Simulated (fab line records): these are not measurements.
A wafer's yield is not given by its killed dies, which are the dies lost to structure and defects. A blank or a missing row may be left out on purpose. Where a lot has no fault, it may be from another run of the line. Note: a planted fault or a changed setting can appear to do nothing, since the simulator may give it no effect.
Split-lot experiment :: flow rit_cmos :: route with 202 steps; 5 lots, 23 wafers read

## ABOUT THE SPLIT
At RIT_M1_SPUTTER_00 (material Al, target thk 400 nm, time 500 s), the setting power_w was moved away from the recipe's 2000 W on 9 of the 23 wafers read, by +3.6% to +9.8%. This setting was run at the recipe's value on the other wafers.

## FROM THE SPLIT TO THE READING: what the file shows between them, 1 step
- RIT_M1_RS_MEAS_01: measures by four-point-probe

## THE READING
M1_AL_THK, in nm, at RIT_M1_THK_MEAS_02 (measures by xrf). A value of 393 nm with a standard deviation of 4.8 nm is what fault-free wafers of this fab line usually give.

wafer: L075.1
tool, chamber at the split: pvd_sputter-01, -
power_w as run, W: 2000
against the recipe: recipe
M1_AL_THK, nm: 386
against lot-mates on the recipe: -

wafer: L075.3
tool, chamber at the split: pvd_sputter-01, -
power_w as run, W: 2000
against the recipe: recipe
M1_AL_THK, nm: 393
against lot-mates on the recipe: -

wafer: L075.6
tool, chamber at the split: pvd_sputter-01, -
power_w as run, W: 2000
against the recipe: recipe
M1_AL_THK, nm: 399
against lot-mates on the recipe: -

wafer: L078.1
tool, chamber at the split: pvd_sputter-03, -
power_w as run, W: 2000
against the recipe: recipe
M1_AL_THK, nm: 385
against lot-mates on the recipe: -

wafer: L078.2
tool, chamber at the split: pvd_sputter-03, -
power_w as run, W: 2000
against the recipe: recipe
M1_AL_THK, nm: 387
against lot-mates on the recipe: -

wafer: L078.4
tool, chamber at the split: pvd_sputter-03, -
power_w as run, W: 2000
against the recipe: recipe
M1_AL_THK, nm: 387
against lot-mates on the recipe: -

wafer: L078.5
tool, chamber at the split: pvd_sputter-03, -
power_w as run, W: 2000
against the recipe: recipe
M1_AL_THK, nm: 386
against lot-mates on the recipe: -

wafer: L078.6
tool, chamber at the split: pvd_sputter-03, -
power_w as run, W: 2000
against the recipe: recipe
M1_AL_THK, nm: 393
against lot-mates on the recipe: -

wafer: L080.1
tool, chamber at the split: pvd_sputter-03, -
power_w as run, W: 2072
against the recipe: +3.6%
M1_AL_THK, nm: 410
against lot-mates on the recipe: +20

wafer: L080.2
tool, chamber at the split: pvd_sputter-03, -
power_w as run, W: 2072
against the recipe: +3.6%
M1_AL_THK, nm: 409
against lot-mates on the recipe: +19

wafer: L080.3
tool, chamber at the split: pvd_sputter-03, -
power_w as run, W: 2000
against the recipe: recipe
M1_AL_THK, nm: 389
against lot-mates on the recipe: -

wafer: L080.4
tool, chamber at the split: pvd_sputter-03, -
power_w as run, W: 2072
against the recipe: +3.6%
M1_AL_THK, nm: 405
against lot-mates on the recipe: +15

wafer: L080.6
tool, chamber at the split: pvd_sputter-03, -
power_w as run, W: 2000
against the recipe: recipe
M1_AL_THK, nm: 391
against lot-mates on the recipe: -

wafer: L084.2
tool, chamber at the split: pvd_sputter-03, -
power_w as run, W: 2196
against the recipe: +9.8%
M1_AL_THK, nm: 431
against lot-mates on the recipe: +40

wafer: L084.3
tool, chamber at the split: pvd_sputter-03, -
power_w as run, W: 2000
against the recipe: recipe
M1_AL_THK, nm: 388
against lot-mates on the recipe: -

wafer: L084.4
tool, chamber at the split: pvd_sputter-03, -
power_w as run, W: 2000
against the recipe: recipe
M1_AL_THK, nm: 395
against lot-mates on the recipe: -

wafer: L084.5
tool, chamber at the split: pvd_sputter-03, -
power_w as run, W: 2196
against the recipe: +9.8%
M1_AL_THK, nm: 427
against lot-mates on the recipe: +36

wafer: L084.6
tool, chamber at the split: pvd_sputter-03, -
power_w as run, W: 2196
against the recipe: +9.8%
M1_AL_THK, nm: 437
against lot-mates on the recipe: +46

wafer: L085.1
tool, chamber at the split: pvd_sputter-02, -
power_w as run, W: 2000
against the recipe: recipe
M1_AL_THK, nm: 397
against lot-mates on the recipe: -

wafer: L085.3
tool, chamber at the split: pvd_sputter-02, -
power_w as run, W: 2094
against the recipe: +4.7%
M1_AL_THK, nm: 415
against lot-mates on the recipe: +14

wafer: L085.4
tool, chamber at the split: pvd_sputter-02, -
power_w as run, W: 2094
against the recipe: +4.7%
M1_AL_THK, nm: 413
against lot-mates on the recipe: +12

wafer: L085.5
tool, chamber at the split: pvd_sputter-02, -
power_w as run, W: 2000
against the recipe: recipe
M1_AL_THK, nm: 406
against lot-mates on the recipe: -

wafer: L085.6
tool, chamber at the split: pvd_sputter-02, -
power_w as run, W: 2094
against the recipe: +4.7%
M1_AL_THK, nm: 414
against lot-mates on the recipe: +12

FIT RESULTS
A straight line over all 23 wafers: M1_AL_THK changes by +4.2 nm for each +1% of power_w; r = +0.94; the points scatter about the line by 5.2 nm.
The same after taking each lot's own level away (the mean of its wafers on the recipe; 23 wafers): +3.97 nm for each +1%; r = +0.95; scatter 4.5 nm.
According to that fit, moving power_w by its largest amount changes the reading by 39 nm.
Measured against the standard deviation above, the lots' own levels, which go from 387.6 to 401.5 nm, span 2.9 times it.
Hence the lot-to-lot level has little effect on the slope; both slopes agree.
Check: for one of the wafers moved furthest among these (+9.8%), held out of the fit, the line's prediction against its lot-mates is +38.4 nm. Against them it came out at +39.5 nm.

## FURTHER SPLITS ON THESE WAFERS
Before the reading, these wafers also passed through other splits. Each is held against what the fit with the lots' levels taken away leaves over:
other split on the same wafers: RIT_SILICIDE_SPUTTER_01 power_w
wafers away from the commonest value: 9
r with M1_AL_THK (lot level and that fit taken away): -0.53

other split on the same wafers: RIT_CONTACT_CVD_00 time_s
wafers away from the commonest value: 5
r with M1_AL_THK (lot level and that fit taken away): +0.34

## THE WHOLE CHAIN: every reading that the file lists as answering this split, in the file's order
step: RIT_M1_SPUTTER_00
what it does: material Al, target thk 400 nm, time 500 s
reading: Al_of_M1_SPUTTER_00.thk_nm (the simulator's own value, which no gauge read)
change (the file's fit): +3.95 nm for each +1% of the setting
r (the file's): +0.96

step: RIT_M1_RS_MEAS_01
what it does: measures by four-point-probe
reading: M1_AL_RS
change (the file's fit): -0.00068 for each +1% of the setting
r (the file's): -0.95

step: RIT_M1_THK_MEAS_02
what it does: measures by xrf
reading: M1_AL_THK
change (the file's fit): +3.92 for each +1% of the setting
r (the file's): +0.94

## THE FILE'S OWN FIT
M1_AL_THK changes by +3.92 nm for each +1% of power_w, r = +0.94.
